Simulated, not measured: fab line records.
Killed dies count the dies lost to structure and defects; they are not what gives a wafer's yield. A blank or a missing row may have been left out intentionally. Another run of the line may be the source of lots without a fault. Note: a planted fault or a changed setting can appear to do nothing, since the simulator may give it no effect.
Split-lot trial || flow rit cmos || 5 lots, 23 wafers read, on a route of 202 steps

## ABOUT THE SPLIT
At RIT_REOX_OXIDATION_03 (target thk 25.2 nm, ox time 5580 s), the setting temp c was moved away from the recipe's 900 C on 15 of the 23 wafers read, by -2.8% to +2.9%. The other wafers ran this setting at the recipe's value.

The file shows no step between the split and the reading.

## THE READING
At RIT_REOX_THK_MEAS_04: REOX_OXIDE_THK, given in nm. Fault-free wafers of this fab line usually give 25.3 nm, standard deviation 0.49 nm.

{"wafer": "L076.1", "tool, chamber at the split": "-, -", "temp c as run, C": 908, "against the recipe": "+0.9%", "REOX_OXIDE_THK, nm": 28.2, "against lot-mates on the recipe": "no lot-mate on the recipe"}
{"wafer": "L076.2", "tool, chamber at the split": "-, -", "temp c as run, C": 908, "against the recipe": "+0.9%", "REOX_OXIDE_THK, nm": 27.4, "against lot-mates on the recipe": "no lot-mate on the recipe"}
{"wafer": "L076.3", "tool, chamber at the split": "-, -", "temp c as run, C": 908, "against the recipe": "+0.9%", "REOX_OXIDE_THK, nm": 27.4, "against lot-mates on the recipe": "no lot-mate on the recipe"}
{"wafer": "L076.4", "tool, chamber at the split": "-, -", "temp c as run, C": 908, "against the recipe": "+0.9%", "REOX_OXIDE_THK, nm": 27.7, "against lot-mates on the recipe": "no lot-mate on the recipe"}
{"wafer": "L076.6", "tool, chamber at the split": "-, -", "temp c as run, C": 908, "against the recipe": "+0.9%", "REOX_OXIDE_THK, nm": 27.6, "against lot-mates on the recipe": "no lot-mate on the recipe"}
{"wafer": "L078.2", "tool, chamber at the split": "-, -", "temp c as run, C": 874.4, "against the recipe": "-2.8%", "REOX_OXIDE_THK, nm": 19.5, "against lot-mates on the recipe": "no lot-mate on the recipe"}
{"wafer": "L078.3", "tool, chamber at the split": "-, -", "temp c as run, C": 874.4, "against the recipe": "-2.8%", "REOX_OXIDE_THK, nm": 19.6, "against lot-mates on the recipe": "no lot-mate on the recipe"}
{"wafer": "L078.4", "tool, chamber at the split": "-, -", "temp c as run, C": 874.4, "against the recipe": "-2.8%", "REOX_OXIDE_THK, nm": 19.4, "against lot-mates on the recipe": "no lot-mate on the recipe"}
{"wafer": "L078.5", "tool, chamber at the split": "-, -", "temp c as run, C": 874.4, "against the recipe": "-2.8%", "REOX_OXIDE_THK, nm": 19.3, "against lot-mates on the recipe": "no lot-mate on the recipe"}
{"wafer": "L078.6", "tool, chamber at the split": "-, -", "temp c as run, C": 874.4, "against the recipe": "-2.8%", "REOX_OXIDE_THK, nm": 19.0, "against lot-mates on the recipe": "no lot-mate on the recipe"}
{"wafer": "L080.2", "tool, chamber at the split": "furnace-01, 0", "temp c as run, C": 900, "against the recipe": "recipe", "REOX_OXIDE_THK, nm": 24.3, "against lot-mates on the recipe": "-"}
{"wafer": "L080.3", "tool, chamber at the split": "furnace-01, 0", "temp c as run, C": 900, "against the recipe": "recipe", "REOX_OXIDE_THK, nm": 24.5, "against lot-mates on the recipe": "-"}
{"wafer": "L080.5", "tool, chamber at the split": "furnace-01, 0", "temp c as run, C": 900, "against the recipe": "recipe", "REOX_OXIDE_THK, nm": 24.3, "against lot-mates on the recipe": "-"}
{"wafer": "L081.1", "tool, chamber at the split": "-, -", "temp c as run, C": 900, "against the recipe": "recipe", "REOX_OXIDE_THK, nm": 24.8, "against lot-mates on the recipe": "-"}
{"wafer": "L081.2", "tool, chamber at the split": "-, -", "temp c as run, C": 900, "against the recipe": "recipe", "REOX_OXIDE_THK, nm": 24.9, "against lot-mates on the recipe": "-"}
{"wafer": "L081.3", "tool, chamber at the split": "-, -", "temp c as run, C": 900, "against the recipe": "recipe", "REOX_OXIDE_THK, nm": 25.0, "against lot-mates on the recipe": "-"}
{"wafer": "L081.5", "tool, chamber at the split": "-, -", "temp c as run, C": 900, "against the recipe": "recipe", "REOX_OXIDE_THK, nm": 25.1, "against lot-mates on the recipe": "-"}
{"wafer": "L081.6", "tool, chamber at the split": "-, -", "temp c as run, C": 900, "against the recipe": "recipe", "REOX_OXIDE_THK, nm": 24.9, "against lot-mates on the recipe": "-"}
{"wafer": "L084.1", "tool, chamber at the split": "-, -", "temp c as run, C": 926.1, "against the recipe": "+2.9%", "REOX_OXIDE_THK, nm": 33.0, "against lot-mates on the recipe": "no lot-mate on the recipe"}
{"wafer": "L084.2", "tool, chamber at the split": "-, -", "temp c as run, C": 926.1, "against the recipe": "+2.9%", "REOX_OXIDE_THK, nm": 33.5, "against lot-mates on the recipe": "no lot-mate on the recipe"}
{"wafer": "L084.3", "tool, chamber at the split": "-, -", "temp c as run, C": 926.1, "against the recipe": "+2.9%", "REOX_OXIDE_THK, nm": 33.4, "against lot-mates on the recipe": "no lot-mate on the recipe"}
{"wafer": "L084.4", "tool, chamber at the split": "-, -", "temp c as run, C": 926.1, "against the recipe": "+2.9%", "REOX_OXIDE_THK, nm": 33.3, "against lot-mates on the recipe": "no lot-mate on the recipe"}
{"wafer": "L084.5", "tool, chamber at the split": "-, -", "temp c as run, C": 926.1, "against the recipe": "+2.9%", "REOX_OXIDE_THK, nm": 33.1, "against lot-mates on the recipe": "no lot-mate on the recipe"}

THE FIT
A straight line over all 23 wafers: REOX_OXIDE_THK changes by +2.42 nm for each +1% of temp c; r = +0.99; the points scatter about the line by 0.75 nm.
Too few moved wafers with a lot-mate on the recipe to fit a line net of each lot's own level.

## THE WHOLE CHAIN: every reading that the file lists as answering this split, in the file's order
{"step": "RIT_REOX_OXIDATION_03", "what it does": "target thk 25.2 nm, ox time 5580 s", "reading": "SiO2_of_REOX_OXIDATION_03.thk nm (the simulator's own value, which no gauge read)", "change (the file's fit)": "+2.42 nm for each +1% of the setting", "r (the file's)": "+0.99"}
{"step": "RIT_REOX_THK_MEAS_04", "what it does": "", "reading": "REOX_OXIDE_THK", "change (the file's fit)": "+2.42 for each +1% of the setting", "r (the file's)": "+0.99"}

## FILE'S OWN FIT
REOX_OXIDE_THK changes by +2.42 nm for each +1% of temp c, r = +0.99.
